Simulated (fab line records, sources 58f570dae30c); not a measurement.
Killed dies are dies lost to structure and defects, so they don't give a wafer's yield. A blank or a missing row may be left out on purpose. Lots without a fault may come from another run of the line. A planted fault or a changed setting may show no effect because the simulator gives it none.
Problem report in the 8D (eight disciplines) form, filled by code | flow berkeley_cmos170 | the parts of the form that need people (team, actions taken, sign-off) are left out

1. THE PROBLEM
PLDD_TW at UCB170_PLDD_TW_MEAS_11 reads a mean of 1067 on 6 wafers of 2 lots; wafers without a fault read 1007 with a standard deviation of 9.8. That is +6.2 standard deviations from the usual mean.
First seen on wafer L846.1, day 10 23:26, on film_metro-04. The record holds 42 wafers of 14 lots with a number at this step. Rule for "out", or "out of limits": more than 4 standard deviations from the usual mean. The other wafers with a number count as sound.

2. WHAT IT IS AND WHAT IT IS NOT
question                    | is                           | is not
which readings at this step | PLDD_TW                      | -
which lots                  | L846, L847                   | L830, L832, L833, L834, L837, L839, L840, L842, L843, L849, L850, L852
which wafers of those lots  | all that have a number       | -
read on which gauges        | film_metro-01, film_metro-04 | film_metro-03
when                        | from day 10 23:26            | up to then (30 sound wafers); but 6 sound wafers of L850, L852 came after

3. SUSPECTS, AND WHAT RULES EACH OUT
Counting: a tool at a process step up to the reading stays a suspect if it ran every lot that is out and no sound lot after the first of them.
- the gauge at UCB170_PLDD_TW_MEAS_11: ruled out. The wafers that are out were read on 2 gauges (film_metro-01, film_metro-04).
- implanter-01 at UCB170_PLDD_IMPLANT_08: kept. It ran every lot that is out, first L846 (day 10 23:02), and no sound lot after that; its last sound lot up to then is L842 (day 9 16:41). Its own readings are out on those wafers: beam_on_s, dose_ions_cm2, faraday_current_uA.
Left after counting: implanter-01 at UCB170_PLDD_IMPLANT_08.

4. THE CAUSE (what the simulator had put in)
Process parameter drift: implanter-01, from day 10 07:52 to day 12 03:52, at UCB170_PLDD_IMPLANT_08. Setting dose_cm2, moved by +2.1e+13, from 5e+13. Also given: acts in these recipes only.
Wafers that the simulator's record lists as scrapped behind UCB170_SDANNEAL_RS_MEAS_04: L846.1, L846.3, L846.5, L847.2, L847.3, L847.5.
Counting left only this tool.

5. THE CHAIN OF EFFECTS, in route order
Each row: a reading whose mean over the struck wafers that have a number lies more than 3 standard deviations from the usual. Only readings for which the record gives a usual standard deviation are gone through. hours: the time from each lot's start at the first step in this table that gives one to its start at this step, as a median over the lots. sigmas: the change in usual standard deviations.
hours | step                       | reading            | usual         | on struck wafers | change     | sigmas
0     | UCB170_PLDD_IMPLANT_08     | beam_on_s          | 10.03 s       | 12.31            | +2.28      | +11
0     | UCB170_PLDD_IMPLANT_08     | dose_ions_cm2      | 4.999e+13     | 7.098e+13        | +2.099e+13 | +99 or more
0     | UCB170_PLDD_IMPLANT_08     | faraday_current_uA | 158           | 182              | +24        | +7.9
0     | UCB170_PLDD_TW_MEAS_11     | PLDD_TW            | 1007          | 1067             | +60        | +6.2
14    | UCB170_SDANNEAL_RS_MEAS_04 | PLDD_RS            | 1033.0 ohm/sq | 886.8            | -146.2     | -54
The process steps in it:
- UCB170_PLDD_IMPLANT_08

6. WHAT WOULD HAVE CAUGHT IT SOONER
In this record the first reading out of limits at a measuring or inspecting step was taken at day 10 23:26, 16 hours after the fault began at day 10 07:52.
The tool's own readings at UCB170_PLDD_IMPLANT_08 were out on every struck wafer that the step has a row for (beam_on_s, dose_ions_cm2, faraday_current_uA): an alarm limit on them would have fired on the first of those.
Of the lots that are out (2), L847 began UCB170_PLDD_IMPLANT_08 on implanter-01 after day 10 23:26. A hold on the tool at that time would have spared it.
